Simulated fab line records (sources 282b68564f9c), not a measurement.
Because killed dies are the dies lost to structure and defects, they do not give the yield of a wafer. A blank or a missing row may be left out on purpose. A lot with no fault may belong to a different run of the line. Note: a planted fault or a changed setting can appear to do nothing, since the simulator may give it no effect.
Commonality check across tools    flow ritCmos    Sample size 13 lots and 39 wafers

## WHY THIS WAS OPENED
Of 13 lots, 1 have the reading GATE_POLY_THK flagged at RIT_GATE_THK_MEAS_09. No-fault wafers: 252.6 nm, standard deviation 2.5.
Rule: a lot is flagged in two cases, either no wafer of it has a number, or all its wafers with numbers fall more than 4 standard deviations from that mean. As for the other lots, they are considered sound.

lot   measured     on            GATE_POLY_THK (nm), wafer by wafer  flag
L612  day 2 16:07  filmMetro-01  248.2 248.1 249.8                   
L613  day 2 19:02  filmMetro-04  250.3 249.5 248.5                   
L614  day 3 06:27  filmMetro-01  256.5 252.1 253.7                   
L616  day 3 17:05  filmMetro-01  251.1 252.4 249.9                   
L617  day 3 21:17  filmMetro-04  250.9 252.8 249.4                   
L618  day 4 05:14  filmMetro-04  256.2 254.6 255.3                   
L622  day 4 20:29  filmMetro-02  254.4 254.9 255.0                   
L624  day 5 04:22  filmMetro-01  251.6 252.5 251.1                   
L627  day 5 19:14  filmMetro-02  25.3 23.1 21.6                      FLAGGED
L631  day 6 12:58  filmMetro-04  253.9 256.4 255.6                   
L632  day 6 19:17  filmMetro-04  253.8 253.7 253.3                   
L633  day 7 00:47  filmMetro-04  256.1 254.7 257.0                   
L635  day 7 07:28  filmMetro-01  250.4 247.0 249.0                   
The numbers of the flagged lots are 23.3 nm on average: -229.3 nm against the usual, or -92 standard deviations.

## WHICH TOOL EACH LOT WENT THROUGH
The record holds 1 process step before the reading, out of a route of 202 steps. Cell contents, in order: the tool; ch with the chambers the sampled wafers went through; the start.
lot   flag     RIT_GATE_CVD_08
L612           lpcvd-01 ch 1, day 2 14:30
L613           lpcvd-01 ch 0, day 2 17:25
L614           lpcvd-02 ch 1, day 3 04:50
L616           lpcvd-01 ch 1, day 3 15:28
L617           lpcvd-01 ch 0, day 3 19:40
L618           lpcvd-02 ch 0, day 4 03:38
L622           lpcvd-02 ch 1, day 4 18:50
L624           lpcvd-02 ch 0, day 5 02:45
L627  FLAGGED  lpcvd-01 ch 1, day 5 17:36
L631           lpcvd-02 ch 0, day 6 11:20
L632           lpcvd-02 ch 1, day 6 17:40
L633           lpcvd-02 ch 0, day 6 23:10
L635           lpcvd-02 ch 0, day 7 05:50
What these steps do:
- RIT_GATE_CVD_08: deposits poly-Si from SiH4, target thk 250 nm, time 2220 s.
- RIT_GATE_THK_MEAS_09

## FLAGGED AGAINST TOTAL, ONE TOOL AT A TIME (gauges that did the reading follow at the end)
step                  tool          lots run  flagged  share of the flagged lots  sound lots run after its first flagged lot
RIT_GATE_CVD_08       lpcvd-01      5         1        all                        0
RIT_GATE_CVD_08       lpcvd-02      8         0        none                       -
RIT_GATE_THK_MEAS_09  filmMetro-01  5         0        none                       -
RIT_GATE_THK_MEAS_09  filmMetro-02  2         1        all                        0
RIT_GATE_THK_MEAS_09  filmMetro-04  6         0        none                       -

## WHAT THE TABLE PERMITS
Rows of the table that ran all the flagged lots, 2 in number: lpcvd-01 at RIT_GATE_CVD_08; filmMetro-02 at RIT_GATE_THK_MEAS_09.
- lpcvd-01 at RIT_GATE_CVD_08 ran 5 lots, 1 of them flagged. It ran its last sound lot, L617, at day 3 19:40 and its first flagged lot, L627, at day 5 17:36: a fault with its onset between the two fits. Its own readings (spikeTcCentreC, spikeTcLoadC, spikeTcSourceC, susceptorTempC, zonePowerCentrePct, zonePowerSourcePct) fall more than 4 standard deviations out on all wafers of the flagged lots.
- filmMetro-02 at RIT_GATE_THK_MEAS_09 ran 2 lots, 1 of them flagged. It ran its last sound lot, L622, at day 4 20:29 and its first flagged lot, L627, at day 5 19:14: a fault with its onset between the two fits.
Because each of these 2 tools fits a fault that began at some hour, counting lots does not separate them. More lots, or a look at what each step does to the wafer, might.

## WHAT WAS PUT IN BY THE SIMULATOR
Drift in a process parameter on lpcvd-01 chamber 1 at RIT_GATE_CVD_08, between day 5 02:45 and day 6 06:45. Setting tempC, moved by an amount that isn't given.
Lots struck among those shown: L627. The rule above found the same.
